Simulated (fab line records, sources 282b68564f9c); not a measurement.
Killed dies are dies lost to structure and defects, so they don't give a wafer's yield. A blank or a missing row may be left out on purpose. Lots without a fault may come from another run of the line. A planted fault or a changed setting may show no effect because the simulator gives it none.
One fault seen from 2 desks | flow rit_cmos | each desk has only its own numbers; what lay behind them comes last

THE TOOL OWNER'S DESK: lpcvd-01
The tool's own readings at RIT_GATE_CVD_08 (deposits poly-Si from SiH4, target thk 250 nm, time 2220 s): means of the sampled wafers that have a number, for each lot that ran on this tool. A lot is out of limits, marked OUT, if its mean lies more than 4 standard deviations from the usual mean; the brackets give that distance.
Columns: A = spike_tc_centre_C at RIT_GATE_CVD_08, usual 612.7 C; B = zone_power_centre_pct at RIT_GATE_CVD_08, usual 27.3 %
lot  | first seen here | A     | B
L119 | day 3 02:58     | 613.9 | 29.4
L121 | day 3 12:14     | 613.9 | 29.4
L124 | day 4 06:00     | 614.9 | 29.4
L125 | day 4 08:49     | 612.9 | 28.4
L131 | day 5 19:49     | 613.5 | 28.4
L132 | day 6 04:26     | 613.8 | 28.3
This desk's finding: nothing out of limits on any of the 6 lots.

THE METROLOGY DESK
What the gauges read, lot by lot, whatever tool the lot ran on: means of the sampled wafers that have a number. A lot is out of limits, marked OUT, if its mean lies more than 4 standard deviations from the usual mean; the brackets give that distance.
Columns: A = GATE_POLY_THK at RIT_GATE_THK_MEAS_09, usual 250.5 nm
lot  | first seen here | A
L116 | day 2 16:44     | 252.5
L118 | day 3 03:09     | 246.3
L119 | day 3 04:37     | 248.1
L120 | day 3 10:31     | 250.9
L121 | day 3 13:53     | 247.3
L122 | day 3 19:07     | 252.2
L124 | day 4 07:37     | 253.9
L125 | day 4 10:27     | 250.9
L127 | day 4 22:42     | 253.0
L131 | day 5 21:26     | 121.9 (-56) OUT
L132 | day 6 06:03     | 118.9 (-57) OUT
L133 | day 6 06:13     | 247.1
L137 | day 7 01:28     | 248.2
L139 | day 7 14:05     | 249.3
This desk's finding: out of limits on L131, L132; first on L131, day 5 21:26 (GATE_POLY_THK at RIT_GATE_THK_MEAS_09). In limits: L116, L118, L119, L120, L121, L122, L124, L125, L127, L133, L137, L139.

PUT TOGETHER
The metrology desk could have raised an alarm at day 5 21:26, on L131, L132.
The tool owner's desk saw nothing out of limits.
The tool owner's desk has L131, L132 on record, within its limits.
Of the lots named, all ran RIT_GATE_CVD_08 on lpcvd-01.

WHAT THE SIMULATOR HAD PUT IN
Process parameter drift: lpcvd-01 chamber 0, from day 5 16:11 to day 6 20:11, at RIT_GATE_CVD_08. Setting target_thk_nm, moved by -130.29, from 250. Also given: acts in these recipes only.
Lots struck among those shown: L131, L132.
Hours from the fault's start to each desk's first reading out of limits: the metrology desk, 5.
